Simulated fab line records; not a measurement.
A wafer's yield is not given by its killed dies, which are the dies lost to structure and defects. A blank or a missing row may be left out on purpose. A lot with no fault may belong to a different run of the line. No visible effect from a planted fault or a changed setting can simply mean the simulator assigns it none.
8D (eight disciplines) problem report, filled in by code -- flow berkeley_cmos170 -- the parts of the form that need people (team, actions taken, sign-off) are left out

## 1. PROBLEM STATEMENT
Wafers free of any fault read 0.0323 ohm/sq (standard deviation 0.00037) for M3_AL_RS at UCB170_M3_RS_MEAS_02, against a mean of 0.0357 ohm/sq on 2 wafers of 2 lots. Measured from the usual mean, that is +9.2 standard deviations.
The step: measures by four-point-probe.
The first sign was on wafer L299.2 at day 11 06:09, on film_metro-01. The record holds 16 wafers of 6 lots with a number at this step. By rule, "out" or "out of limits" means more than 4 standard deviations away from the usual mean. All remaining wafers that have a number are taken as sound.

## 2. WHAT IT IS AND WHAT IT IS NOT
question,is,is not
which readings at this step,M3_AL_RS,-
which lots,"L299, L301","L285, L286, L302, L303"
which wafers of those lots,"L299.2, L301.4","L299.5, L299.6"
read on which gauges,film_metro-01,"film_metro-02, film_metro-03"
when,from day 11 06:09,"up to then (8 sound wafers); but 6 sound wafers of L302, L303 came after"

## 3. SUSPECTS, AND WHAT RULES EACH OUT
Counting: any tool at a process step up to the reading remains a suspect provided it ran every lot that is out. Sound lots after the first of them don't rule it out here, since some wafers of a struck lot are sound.
- the gauge at UCB170_M3_RS_MEAS_02: kept. All the wafers that are out were read on film_metro-01, and no step on other tools shows them out.
- plasma_asher-01 at UCB170_V2_STRIP_15 (strips in O2): kept. It ran every lot that is out, first L299 (day 11 05:46).
- pvd_sputter-03 at UCB170_M3_SPUTTER_01 (material Al, target thk 900 nm, time 120 s): kept. Ran every lot that is out, first one L299 (day 11 06:03); last sound lot up to then L285 (day 7 19:54).
Still standing after the count: plasma_asher-01 at UCB170_V2_STRIP_15, pvd_sputter-03 at UCB170_M3_SPUTTER_01, film_metro-01 at UCB170_M3_RS_MEAS_02.

## 4. THE CAUSE (what the simulator had put in)
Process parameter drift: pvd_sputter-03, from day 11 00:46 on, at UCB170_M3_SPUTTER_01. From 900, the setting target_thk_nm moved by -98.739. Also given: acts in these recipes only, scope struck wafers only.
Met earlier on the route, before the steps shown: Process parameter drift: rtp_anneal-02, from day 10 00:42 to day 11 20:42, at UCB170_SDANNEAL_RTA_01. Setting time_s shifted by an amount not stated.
This tool is one of the 3 suspects left after counting.

## 5. SEQUENCE OF EFFECTS, ordered by route
Each row: a reading whose mean over the struck wafers that have a number lies more than 3 standard deviations from the usual. Scope: only readings with a usual standard deviation given in the record; hours: median across lots of the time from each lot's start at the first step in this table that gives one to its start at this step; sigmas: change in usual standard deviations.
hours,step,reading,usual,on struck wafers,change,sigmas
0,UCB170_M3_RS_MEAS_02,M3_AL_RS,0.0323 ohm/sq,0.0357,+0.0034,+9.2
0,UCB170_M3_THK_MEAS_03,M3_AL_THK,892 nm,806,-86,-7.9
Later measuring or inspecting steps at which every struck wafer that the step has a row for has a number for every such reading, and none has moved that far: UCB170_M3_CD_MEAS_15, UCB170_M3_OVL_MEAS_16.

## 6. WHAT WOULD HAVE CAUGHT IT SOONER
The first out-of-limits reading at a measuring or inspecting step in this record came at day 11 06:09, 5 hours after the fault's start at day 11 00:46.
Tool readings at UCB170_M3_SPUTTER_01 with a usual standard deviation given in the record: none out on any struck wafer, hence no alarm at a limit of 4 standard deviations on them.
Lots out: 2; of these, L301 started UCB170_M3_SPUTTER_01 on pvd_sputter-03 after day 11 06:09. Had the tool been put on hold then, it would have been spared.
